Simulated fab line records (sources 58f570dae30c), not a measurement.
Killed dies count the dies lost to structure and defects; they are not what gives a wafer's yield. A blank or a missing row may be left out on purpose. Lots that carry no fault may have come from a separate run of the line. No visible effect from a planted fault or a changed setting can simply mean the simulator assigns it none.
The tool behind it: which one?	flow berkeley cmos170	Sampling: 15 lots, 45 wafers, 6 of 331 route steps

== WHAT THE GAUGES READ, wafer by wafer ==
UCB170_NWELL_THK_MEAS_05. Usual: for NWELL_NITRIDE_THK the level is 222.9 nm and the standard deviation is 2.3.
lot	measured	on	NWELL_NITRIDE_THK (nm)	flag
L394	day 2 15:16	film metro-02	224.9 225.6 225.6	
L395	day 2 15:15	film metro-03	224.2 225.0 224.9	
L397	day 3 05:21	film metro-03	228.1 228.5 227.5	
L398	day 3 05:21	film metro-02	223.7 223.8 223.7	
L399	day 3 11:39	film metro-04	223.0 221.7 221.1	
L400	day 3 11:38	film metro-03	217.2 217.7 217.6	
L401	day 4 02:52	film metro-04	221.8 220.5 221.7	
L402	day 4 08:22	film metro-03	223.3 222.3 222.3	
L405	day 4 17:40	film metro-04	222.0 220.8 224.3	
L407	day 5 06:23	film metro-04	221.2 221.2 220.9	
L408	day 5 10:53	film metro-04	220.8 220.9 220.7	
L409	day 5 10:53	film metro-03	223.7 222.6 222.7	
L413	day 6 10:29	film metro-04	202.7 201.9 204.1	OFF
L414	day 6 15:33	film metro-02	203.4 204.0 201.6	OFF
L415	day 6 19:49	film metro-04	202.3 202.9 203.6	OFF

UCB170_PWELL_THK_MEAS_03. Usual: for PWELL_OXIDE_THK the level is 26.4 nm and the standard deviation is 0.46.
lot	measured	on	PWELL_OXIDE_THK (nm)	flag
L394	day 3 00:24	film metro-01	26.0 26.3 26.4	
L395	day 3 00:23	film metro-04	25.9 26.2 26.5	
L397	day 3 16:07	film metro-03	26.4 26.5 26.5	
L398	day 3 16:07	film metro-04	26.1 26.0 26.1	
L399	day 3 23:14	film metro-04	26.9 26.8 26.6	
L400	day 3 23:13	film metro-01	26.6 26.9 27.2	
L401	day 4 15:47	film metro-04	26.0 26.0 26.1	
L402	day 4 21:21	film metro-03	26.5 26.7 26.3	
L405	day 5 03:13	film metro-03	26.2 26.4 26.6	
L407	day 5 20:39	film metro-04	25.9 26.2 26.4	
L408	day 5 20:39	film metro-03	26.6 26.4 26.3	
L409	day 5 20:39	film metro-01	25.9 26.6 26.1	
L413	day 6 21:13	film metro-04	25.5 25.5 25.4	
L414	day 7 02:44	film metro-04	27.1 27.1 27.1	
L415	day 7 06:10	film metro-04	26.4 26.2 26.7	

UCB170_WELLDRIVE_THK_MEAS_02. Usual: for WELLDRIVE_OXIDE_THK the level is 199 nm and the standard deviation is 3.6.
lot	measured	on	WELLDRIVE_OXIDE_THK (nm)	flag
L394	day 3 20:52	film metro-04	196 197 193	
L395	day 3 20:51	film metro-01	195 195 195	
L397	day 4 10:04	film metro-01	205 204 204	
L398	day 4 10:04	film metro-02	204 198 201	
L399	day 4 19:18	film metro-04	198 196 195	
L400	day 4 19:17	film metro-02	197 196 191	
L401	day 5 11:37	film metro-04	197 196 196	
L402	day 5 20:53	film metro-04	201 200 200	
L405	day 5 20:53	film metro-02	193 197 200	
L407	day 6 15:16	film metro-02	196 200 198	
L408	day 6 15:16	film metro-01	198 202 202	
L409	day 6 21:22	film metro-04	200 199 201	
L413	day 7 16:20	film metro-02	197 203 203	
L414	day 7 23:35	film metro-04	196 202 200	
L415	day 7 23:35	film metro-02	204 201 203	

== WHICH TOOL RAN EACH LOT (tool, then ch and the chambers of the sampled wafers, then the start) ==
lot	UCB170_ZERO_ETCH_06	UCB170_NWELL_CVD_04	UCB170_NWELL_ETCH_13
L394	rie diel-03 ch 0,2,3, day 2 01:40	lpcvd-01 ch 1, day 2 13:19	rie diel-01 ch 0,1, day 2 16:26
L395	rie diel-04 ch 0,2,3, day 2 07:37	lpcvd-01 ch 1, day 2 13:19	rie diel-01 ch 1,2,3, day 2 16:19
L397	rie diel-04 ch 0,2,3, day 2 17:40	lpcvd-01 ch 0, day 3 03:25	rie diel-01 ch 0,1,3, day 3 06:17
L398	rie diel-03 ch 1,2,3, day 2 20:31	lpcvd-01 ch 0, day 3 03:25	rie diel-03 ch 1,2, day 3 06:34
L399	rie diel-04 ch 0,1,3, day 3 02:15	lpcvd-02 ch 1, day 3 09:42	rie diel-03 ch 0,2,3, day 3 13:20
L400	rie diel-03 ch 0,1,3, day 3 04:35	lpcvd-02 ch 1, day 3 09:42	rie diel-02 ch 0,1,3, day 3 13:28
L401	rie diel-04 ch 1,2,3, day 3 14:48	lpcvd-02 ch 0, day 4 00:55	rie diel-02 ch 1,3, day 4 03:58
L402	rie diel-04 ch 0,2,3, day 3 18:37	lpcvd-02 ch 0, day 4 06:25	rie diel-02 ch 1,2,3, day 4 09:53
L405	rie diel-04 ch 0,2,3, day 4 06:45	lpcvd-02 ch 0, day 4 15:43	rie diel-03 ch 0,1, day 4 18:58
L407	rie diel-04 ch 0,1,2, day 4 20:06	lpcvd-01 ch 1, day 5 04:27	rie diel-01 ch 1,2,3, day 5 08:20
L408	rie diel-03 ch 0,1,3, day 5 01:36	lpcvd-02 ch 1, day 5 08:57	rie diel-01 ch 1,2,3, day 5 11:58
L409	rie diel-03 ch 1,2, day 5 01:51	lpcvd-02 ch 1, day 5 08:57	rie diel-02 ch 0,1,3, day 5 12:04
L413	rie diel-03 ch 0,1,2, day 5 23:13	lpcvd-01 ch 1, day 6 07:34	rie diel-03 ch 2,3, day 6 12:07
L414	rie diel-03 ch 0,1,2, day 6 04:48	lpcvd-01 ch 1, day 6 13:37	rie diel-02 ch 2,3, day 6 17:05
L415	rie diel-04 ch 0,1, day 6 09:52	lpcvd-01 ch 1, day 6 17:52	rie diel-03 ch 1,2, day 6 21:07
- UCB170_ZERO_ETCH_06: etches SiO2 in CHF3/CF4/Ar, time 12 s.
- UCB170_NWELL_CVD_04: deposits Si3N4 from SiH2Cl2/NH3, target thk 224 nm, time 3360 s.
- UCB170_NWELL_ETCH_13: etches Si3N4 in CH3F/Ar/O2, stops on SiO2, target depth 246.4 nm, time 154 s.

== AS READ BY THE TOOLS THEMSELVES (means over the sampled wafers that have a number; for cases with no such wafer, the mark the record gives instead) ==
UCB170_ZERO_ETCH_06. Usual: chamber pressure mTorr 99.99 mTorr, standard deviation 0.083; drypump motor current A 5.7 A, standard deviation 0.5; oes product au 0.622 a.u., standard deviation 0.0083; throttle valve pct 9.28 %, standard deviation 0.12.
lot	tool	chamber pressure mTorr (mTorr)	drypump motor current A (A)	oes product au (a.u.)	throttle valve pct (%)	flag
L394	rie diel-03	100.01	5.6	0.630	9.29	
L395	rie diel-04	100.02	5.5	0.620	9.21	
L397	rie diel-04	100.07	5.5	0.622	9.20	
L398	rie diel-03	99.99	5.7	0.625	9.34	
L399	rie diel-04	100.02	5.9	0.622	9.28	
L400	rie diel-03	100.00	5.8	0.624	9.28	
L401	rie diel-04	99.99	5.6	0.620	9.30	
L402	rie diel-04	99.97	5.5	0.619	9.21	
L405	rie diel-04	100.00	5.5	0.618	9.20	
L407	rie diel-04	99.93	5.6	0.621	9.31	
L408	rie diel-03	99.97	5.8	0.618	9.29	
L409	rie diel-03	100.04	6.3	0.623	9.28	
L413	rie diel-03	100.00	6.1	0.622	9.21	
L414	rie diel-03	100.05	6.1	0.625	9.23	
L415	rie diel-04	100.04	5.8	0.619	9.28	

UCB170_NWELL_ETCH_13. Usual: chamber pressure mTorr 50.00 mTorr, standard deviation 0.046; drypump motor current A 5.6 A, standard deviation 0.51; oes product au 0.937 a.u., standard deviation 0.015; throttle valve pct 8.11 %, standard deviation 0.1.
lot	tool	chamber pressure mTorr (mTorr)	drypump motor current A (A)	oes product au (a.u.)	throttle valve pct (%)	flag
L394	rie diel-01	49.97	5.3	0.938	8.17	
L395	rie diel-01	49.95	5.3	0.938	8.17	
L397	rie diel-01	50.06	5.3	0.944	8.12	
L398	rie diel-03	49.97	6.1	0.958	8.11	
L399	rie diel-03	49.98	5.5	0.950	8.11	
L400	rie diel-02	50.01	5.7	0.922	8.09	
L401	rie diel-02	50.02	5.7	0.923	8.12	
L402	rie diel-02	50.00	5.7	0.927	8.09	
L405	rie diel-03	50.03	6.4	0.931	8.02	
L407	rie diel-01	49.98	5.3	0.931	8.17	
L408	rie diel-01	50.00	5.3	0.928	8.17	
L409	rie diel-02	49.99	5.6	0.933	8.10	
L413	rie diel-03	50.00	5.1	0.899	8.21	
L414	rie diel-02	49.98	5.2	0.874	8.11	OFF
L415	rie diel-03	50.02	6.3	0.890	8.08	OFF

== THE ANSWER, worked out from the rows above alone ==
Rule: a lot is off if the mean of its wafers that have a number lies more than 3 standard deviations from the usual mean. Also off: a lot with no number at a reading for which 4 or more lots have one. The other lots that the step has rows for count as sound. The gauges are gone through in route order, then the tools' own readings, and for those a lot's mean is taken as printed above. The first step at which some lot is off is used, and at that step the reading that is off furthest; a lot without a number counts as furthest.
Off: L413, L414, L415, seen at UCB170_NWELL_THK_MEAS_05 (NWELL_NITRIDE_THK).
If a tool, at a process step before that reading, ran all the lots that are off and no sound lot after the first of them, it fits. Gauges at UCB170_NWELL_THK_MEAS_05: tried the same way as those tools. One fits: lpcvd-01 at UCB170_NWELL_CVD_04. A fault onset in the window from L407 (day 5 04:27, its last sound lot) to L413 (day 6 07:34, its first lot off) fits.

== WHAT THE SIMULATOR HAD PUT IN ==
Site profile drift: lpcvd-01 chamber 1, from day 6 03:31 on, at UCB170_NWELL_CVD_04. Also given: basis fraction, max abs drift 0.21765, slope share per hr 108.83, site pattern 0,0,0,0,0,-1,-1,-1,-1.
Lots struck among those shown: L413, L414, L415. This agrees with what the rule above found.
